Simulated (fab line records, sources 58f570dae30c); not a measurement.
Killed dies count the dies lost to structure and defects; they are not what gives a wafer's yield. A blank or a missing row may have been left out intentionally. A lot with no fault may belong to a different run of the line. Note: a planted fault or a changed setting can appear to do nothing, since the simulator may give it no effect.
Which of the tools did it?	flow berkeley cmos170	7 lots with 21 wafers sampled at 2 steps, on a route of 331 steps

## WHAT EACH GAUGE READ, for each wafer
UCB170_PWELL_TW_MEAS_17.
lot	measured	on	PWELL_TW
L762	day 3 10:55	film metro-02	382.0 378.8 381.0
L767	day 4 00:28	film metro-04	378.1 377.2 379.0
L768	day 4 05:20	film metro-04	377.1 379.7 377.3
L771	day 5 00:30	film metro-02	383.3 382.3 382.9
L774	day 5 11:00	film metro-02	382.5 382.9 381.9
L780	day 7 14:05	film metro-04	403.9 405.7 403.8
L783	day 7 19:37	film metro-03	383.1 384.8 382.2

## EACH LOT AND THE TOOL THAT RAN IT (in order: tool; ch and the chambers of the sampled wafers; start)
lot	UCB170_PWELL_IMPLANT_15
L762	implanter-04 ch 0, day 3 10:40
L767	implanter-04 ch 0, day 4 00:13
L768	implanter-04 ch 0, day 4 05:06
L771	implanter-04 ch 0, day 5 00:16
L774	implanter-04 ch 0, day 5 10:46
L780	implanter-01 ch 0, day 7 13:51
L783	implanter-04 ch 0, day 7 19:23
- UCB170_PWELL_IMPLANT_15

## THE ANSWER, worked out from the rows above alone
Rule: the usual values come from the lots themselves. Put in order of their means at a reading, lots are off if they are a third of the lots or fewer, leave a main group of 4 or more, and stand apart from it by a gap of 3 or more times the standard deviation of the main group's means; of several such gaps the widest counts. If all means in a main group match to the digits the tables above print for the reading, that group is not used. Also off: a lot with no number at a reading for which 4 or more lots have one. All remaining lots with rows at the step are treated as sound.
Off: L780, seen at UCB170_PWELL_TW_MEAS_17 (PWELL_TW). For the main group the mean is 380.9 and the standard deviation 2.2.
A tool fits if, at a process step before that reading, it ran every lot that is off, and no sound lot after the first of them. The gauges at UCB170_PWELL_TW_MEAS_17 are tried like those tools. 2 tools fit, implanter-01 at UCB170_PWELL_IMPLANT_15 and film metro-04 at UCB170_PWELL_TW_MEAS_17, so this cannot tell which one it is.

## WHAT WAS PUT IN BY THE SIMULATOR
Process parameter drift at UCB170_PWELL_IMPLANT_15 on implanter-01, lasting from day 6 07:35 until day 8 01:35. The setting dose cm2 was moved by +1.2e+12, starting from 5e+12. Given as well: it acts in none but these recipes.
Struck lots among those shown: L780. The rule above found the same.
